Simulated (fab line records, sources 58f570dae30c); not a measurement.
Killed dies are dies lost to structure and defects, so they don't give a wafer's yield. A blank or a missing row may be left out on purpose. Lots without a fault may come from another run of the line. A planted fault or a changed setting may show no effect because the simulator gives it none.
Split-lot experiment | flow berkeley_cmos170 | 5 lots, 23 wafers read, on a route of 331 steps

THE SPLIT
At UCB170_ACTIVE_ETCH_15 (etches Si3N4 in CH3F/Ar/O2, stops on SiO2, target depth 242 nm, time 151 s), the setting time_s was moved away from the recipe's 151 s on 7 of the 23 wafers read, by -6.9% to +9.7%. The other wafers ran this setting at the recipe's value.

The reading is taken at the split's own step.

THE READING
KrF_of_ACTIVE_COAT_08.thk_nm (the simulator's own value, which no gauge read), in nm, at UCB170_ACTIVE_ETCH_15 (etches Si3N4 in CH3F/Ar/O2, stops on SiO2, target depth 242 nm, time 151 s). The file gives no usual value for it. The 16 wafers here that ran the recipe average 722.4 nm, standard deviation 3.2 nm.

wafer  | tool, chamber at the split | time_s as run, s | against the recipe | KrF_of_ACTIVE_COAT_08.thk_nm, nm | against lot-mates on the recipe
L074.1 | rie_diel-04, 1             | 151              | recipe             | 725.7                            | -
L074.2 | rie_diel-04, 0             | 165.6            | +9.7%              | 705.2                            | -16.4
L074.3 | rie_diel-04, 2             | 165.6            | +9.7%              | 707.3                            | -14.3
L074.4 | rie_diel-04, 3             | 151              | recipe             | 717.6                            | -
L074.5 | rie_diel-04, 3             | 151              | recipe             | 721.4                            | -
L076.1 | rie_diel-03, 3             | 140.6            | -6.9%              | 735.9                            | +9.1
L076.2 | rie_diel-03, 1             | 151              | recipe             | 727.4                            | -
L076.3 | rie_diel-03, 0             | 140.6            | -6.9%              | 733.7                            | +6.9
L076.5 | rie_diel-03, 3             | 151              | recipe             | 725                              | -
L076.6 | rie_diel-03, 0             | 151              | recipe             | 728                              | -
L079.1 | rie_diel-02, 1             | 151              | recipe             | 718.5                            | -
L079.2 | rie_diel-02, 2             | 151              | recipe             | 718.1                            | -
L079.3 | rie_diel-02, 3             | 151              | recipe             | 719.9                            | -
L079.5 | rie_diel-02, 2             | 151              | recipe             | 718.7                            | -
L079.6 | rie_diel-02, 1             | 151              | recipe             | 721.8                            | -
L082.2 | rie_diel-04, 2             | 157.9            | +4.6%              | 712.1                            | -10.9
L082.3 | rie_diel-04, 3             | 157.9            | +4.6%              | 712.8                            | -10.2
L082.4 | rie_diel-04, 1             | 151              | recipe             | 723.3                            | -
L082.5 | rie_diel-04, 1             | 151              | recipe             | 722.8                            | -
L082.6 | rie_diel-04, 0             | 157.9            | +4.6%              | 711.4                            | -11.6
L083.3 | rie_diel-03, 1             | 151              | recipe             | 723.5                            | -
L083.5 | rie_diel-03, 2             | 151              | recipe             | 721.6                            | -
L083.6 | rie_diel-03, 1             | 151              | recipe             | 724.6                            | -

THE FIT
A straight line over all 23 wafers: KrF_of_ACTIVE_COAT_08.thk_nm changes by -1.8 nm for each +1% of time_s; r = -0.92; the points scatter about the line by 2.9 nm.
The same after taking each lot's own level away (the mean of its wafers on the recipe; 23 wafers): -1.57 nm for each +1%; r = -0.94; scatter 2.2 nm.
On that fit, the largest move of time_s shifts the reading by 15 nm.
The lots' own levels span 719.40 to 726.80 nm, that is 2.3 times the standard deviation above.
So the lot-to-lot level changes the slope: the two fits differ.
Check: with one of the wafers moved furthest among these (+9.7%) left out of the fit, the line predicts -15.8 nm for it against its lot-mates. It came out at -16.4 nm against them.

OTHER SPLITS ON THESE WAFERS
These wafers also went through other splits before the reading. Each is held against what the fit with the lots' levels taken away leaves over:
other split on the same wafers        | wafers away from the commonest value | r with KrF_of_ACTIVE_COAT_08.thk_nm (lot level and that fit taken away)
UCB170_NWELL_IMPLANT_14 energy_kev    | 5                                    | -0.22
UCB170_PWELL_CVD_05 sih2cl2_flow_sccm | 18                                   | -0.25
UCB170_PWELL_IMPLANT_15 dose_cm2      | 8                                    | +0.08
UCB170_ACTIVE_OXIDATION_02 temp_c     | 18                                   | +0.10
UCB170_ACTIVE_EXPOSE_10 dose_mj       | 4                                    | +0.31

THE WHOLE CHAIN: every reading that the file lists as answering this split, in the file's order
step                   | what it does                                                               | reading                                                                       | change (the file's fit)              | r (the file's)
UCB170_ACTIVE_ETCH_15  | etches Si3N4 in CH3F/Ar/O2, stops on SiO2, target depth 242 nm, time 151 s | KrF_of_ACTIVE_COAT_08.thk_nm (the simulator's own value, which no gauge read) | -1.56 nm for each +1% of the setting | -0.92
UCB170_ACTIVE_STRIP_16 | strips in O2                                                               | strip_time_to_endpoint_s                                                      | withheld for each +1% of the setting | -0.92

THE FILE'S OWN FIT
KrF_of_ACTIVE_COAT_08.thk_nm changes by -1.56 nm for each +1% of time_s, r = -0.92.
